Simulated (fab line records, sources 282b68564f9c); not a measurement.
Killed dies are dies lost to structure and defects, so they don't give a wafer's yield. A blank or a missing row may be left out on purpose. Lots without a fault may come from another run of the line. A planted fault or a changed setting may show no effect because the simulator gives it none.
Which tool did it? | flow rit_cmos | 15 lots, 45 wafers sampled, at 2 steps of a route of 202

WHAT THE GAUGES READ, wafer by wafer
RIT_GATE_THK_MEAS_09.
lot  | measured    | on            | GATE_POLY_THK (nm)
L216 | day 2 18:33 | film_metro-03 | 252.8 249.6 251.4
L217 | day 3 00:58 | film_metro-04 | 250.4 252.5 251.7
L218 | day 3 04:01 | film_metro-02 | 246.7 245.9 245.4
L219 | day 3 04:52 | film_metro-03 | 249.6 248.6 247.8
L221 | day 3 17:35 | film_metro-03 | 247.6 247.2 247.9
L222 | day 3 19:10 | film_metro-03 | 250.4 251.3 249.7
L223 | day 4 07:28 | film_metro-02 | 250.4 250.6 252.3
L224 | day 4 10:22 | film_metro-04 | 244.9 246.5 244.7
L226 | day 4 18:16 | film_metro-03 | 248.8 248.9 246.8
L227 | day 5 04:47 | film_metro-03 | 248.0 248.5 247.2
L228 | day 5 10:25 | film_metro-03 | 500.8 500.1 502.7
L230 | day 5 16:46 | film_metro-04 | 497.7 497.9 499.1
L232 | day 6 10:37 | film_metro-04 | 245.6 245.9 247.1
L236 | day 7 05:56 | film_metro-04 | 499.1 501.1 500.2
L239 | day 7 17:07 | film_metro-02 | 245.9 246.8 246.2

WHICH TOOL RAN EACH LOT (tool, then ch and the chambers of the sampled wafers, then the start)
lot  | RIT_GATE_CVD_08
L216 | lpcvd-01 ch 1, day 2 16:56
L217 | lpcvd-01 ch 1, day 2 23:20
L218 | lpcvd-02 ch 1, day 3 02:23
L219 | lpcvd-01 ch 0, day 3 03:14
L221 | lpcvd-02 ch 1, day 3 15:56
L222 | lpcvd-01 ch 0, day 3 17:32
L223 | lpcvd-02 ch 0, day 4 05:02
L224 | lpcvd-02 ch 1, day 4 07:56
L226 | lpcvd-02 ch 1, day 4 15:50
L227 | lpcvd-02 ch 1, day 5 03:10
L228 | lpcvd-01 ch 0, day 5 05:23
L230 | lpcvd-02 ch 1, day 5 11:44
L232 | lpcvd-01 ch 1, day 6 08:11
L236 | lpcvd-02 ch 1, day 7 02:31
L239 | lpcvd-01 ch 1, day 7 14:42
- RIT_GATE_CVD_08: deposits poly-Si from SiH4, target thk 250 nm, time 2220 s.

WHAT THE TOOLS THEMSELVES READ (means of the sampled wafers that have a number; where no wafer has one, the mark that the record gives instead)
The record holds no such reading with a usual standard deviation.

THE ANSWER, worked out from the rows above alone
Rule: what is usual is taken from the lots themselves. Put in order of their means at a reading, lots are off if they are a third of the lots or fewer, leave a main group of 4 or more, and stand apart from it by a gap of 3 or more times the standard deviation of the main group's means; of several such gaps the widest counts. A main group whose means are all the same, to the digits that the tables above print for the reading, isn't used. A lot without any number at a reading at which 4 lots or more have one is off too. The other lots that the step has rows for count as sound. The gauges are gone through in route order, then the tools' own readings, and for those a lot's mean is taken as printed above. The first step at which some lot is off is used, and at that step the reading that is off furthest; a lot without a number counts as furthest.
Off: L228, L230, L236, at RIT_GATE_THK_MEAS_09 (GATE_POLY_THK). The main group: mean 248.4 nm, standard deviation 2.1.
A tool fits if, at a process step before that reading, it ran every lot that is off, and no sound lot after the first of them. The gauges at RIT_GATE_THK_MEAS_09 are tried like those tools. None of those tried fits.

WHAT THE SIMULATOR HAD PUT IN
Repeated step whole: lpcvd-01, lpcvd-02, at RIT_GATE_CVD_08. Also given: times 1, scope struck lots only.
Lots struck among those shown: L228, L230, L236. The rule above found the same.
